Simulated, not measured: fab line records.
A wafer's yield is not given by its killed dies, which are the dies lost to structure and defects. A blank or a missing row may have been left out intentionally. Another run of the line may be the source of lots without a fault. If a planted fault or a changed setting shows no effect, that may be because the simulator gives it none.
fab line records -- flow rit-cmos
[record] lots = 14, wafers = 42, last-day = 7
route steps=202 shown PLDD@119
lots with no fault: from the same line, run without faults
start-h: hours from the record's first day to the start of the lot's first wafer shown -- wait-h: hours since the lot's step before -- " identical to the entry in the row above -- L1.1+2: a single row standing in for several wafers -- - no value, or no start given -- * or withheld: withheld -- < > ~ a bound
route shown NAME@n: NAME is a module with steps in the file, n the number in the route of the first one -- usual: the fault-free wafers' mean and standard deviation -- same: alike in all rows -- chamber/n: place in a boat -- sites: readings site by site -- _std_site: standard deviation of those values -- _edge_site: inner sites' mean taken away from outer sites' mean -- radius-mm: how far each site lies from the wafer's centre -- mask NAME#n: copy n -- behind: the most recent tool/chamber to have shaped the wafer -- hold: reason for holding the lot/hours on hold/outcome of the hold -- device: the n, p or np transistor that did not switch -- end of line: tests run on the same wafers once the route is complete -- a step without rows: its recipe alone -- killed: the dies lost at the first sort to structure and to defects; this is not the yield of the wafer -- map: a wafer's dies, x killed, . not, _ none there
set.NAME: setting as actually run; set.NAME@STEP: the setting as run at that earlier step -- model.NAME: the simulator's own value behind a step, which no gauge read
steps of the route over a sample of lots; a table a step, a row a wafer
[[steps]]
[step RIT_PLDD_DEVELOP_05]
[recipe] resist = NOVOLAK, develop-time-s = 50, dev-temp-c = 23
[usual] chill-plate-temp-C = 22.99/0.098, develop-time-s = 50/0
lot.wafer,tool,chamber,start-h,wait-h,chill-plate-temp-C,develop-time-s
L134.2,litho-track-04,0,43,-,22.87,50
L134.3,litho-track-04,0,43,-,22.89,50
L134.6,litho-track-04,0,43,-,22.78,50
L135.3,litho-track-03,0,47,-,23.06,50
L135.4,litho-track-03,0,47,-,22.83,50
L135.6,litho-track-03,0,47,-,22.88,50
L136.2,litho-track-02,0,52,-,23.07,50
L136.3,litho-track-02,0,52,-,23.13,50
L136.6,litho-track-02,0,52,-,22.83,50
L137.1,litho-track-03,0,58,-,23.10,50
L137.3,litho-track-03,0,58,-,23.03,50
L137.6,litho-track-03,0,58,-,23.07,50
L138.3,litho-track-04,0,66,-,23.10,50
L138.4,litho-track-04,0,66,-,22.99,50
L138.5,litho-track-04,0,66,-,23.11,50
L139.1,litho-track-02,0,67,-,22.93,50
L139.2,litho-track-02,0,67,-,23.14,50
L139.5,litho-track-02,0,67,-,22.99,50
L143.2,litho-track-04,0,88,-,22.98,50
L143.5,litho-track-04,0,88,-,22.74,50
L143.6,litho-track-04,0,88,-,22.93,50
L146.1,litho-track-04,0,101,-,23.06,50
L146.2,litho-track-04,0,101,-,22.97,50
L146.4,litho-track-04,0,101,-,23.10,50
L147.1,litho-track-04,-,108,-,-,-
L147.2,litho-track-04,-,108,-,-,-
L147.5,litho-track-04,-,108,-,-,-
L148.2,litho-track-03,-,112,-,-,-
L148.3,litho-track-03,-,112,-,-,-
L148.5,litho-track-03,-,112,-,-,-
L149.2,litho-track-02,0,118,-,22.93,50
L149.3,litho-track-02,0,118,-,23.04,50
L149.5,litho-track-02,0,118,-,22.99,50
L151.1,litho-track-03,0,131,-,23.08,50
L151.2,litho-track-03,0,131,-,23.09,50
L151.3,litho-track-03,0,131,-,23.18,50
L156.2,litho-track-02,0,155,-,23.04,50
L156.4,litho-track-02,0,155,-,22.97,50
L156.5,litho-track-02,0,156,-,22.99,50
L157.1,litho-track-02,0,160,-,23.15,50
L157.2,litho-track-02,0,160,-,23.06,50
L157.6,litho-track-02,0,160,-,22.81,50
[[key]]
[first-sign] step = RIT_PLDD_DEVELOP_05, reading = tool-record, direction = missing
effect none on later readings
met-at RIT_PLDD_DEVELOP_05
struck-lots L147,L148
sort-left-out L147.1,L147.2,L147.5,L148.2,L148.3,L148.5
tester-left-out L147,L148
onset-between 101 108
[fault] kind = skipped-step-whole, tool = litho-track-03,litho-track-04, chamber = -, onset-h = 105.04, steps = RIT_PLDD_DEVELOP_05, scope = struck-lots-only
// tester-left-out: of these lots the tester's yield and bins aren't shown, on N5 and GAA mostly nor the transistor test; their killed dies are dies lost to structure and defects alone, not to doping, threshold or leakage, so they don't give the yield
// sort-left-out: the simulated sort isn't trusted on such a fault, so these wafers' sort isn't shown, and their yield isn't known
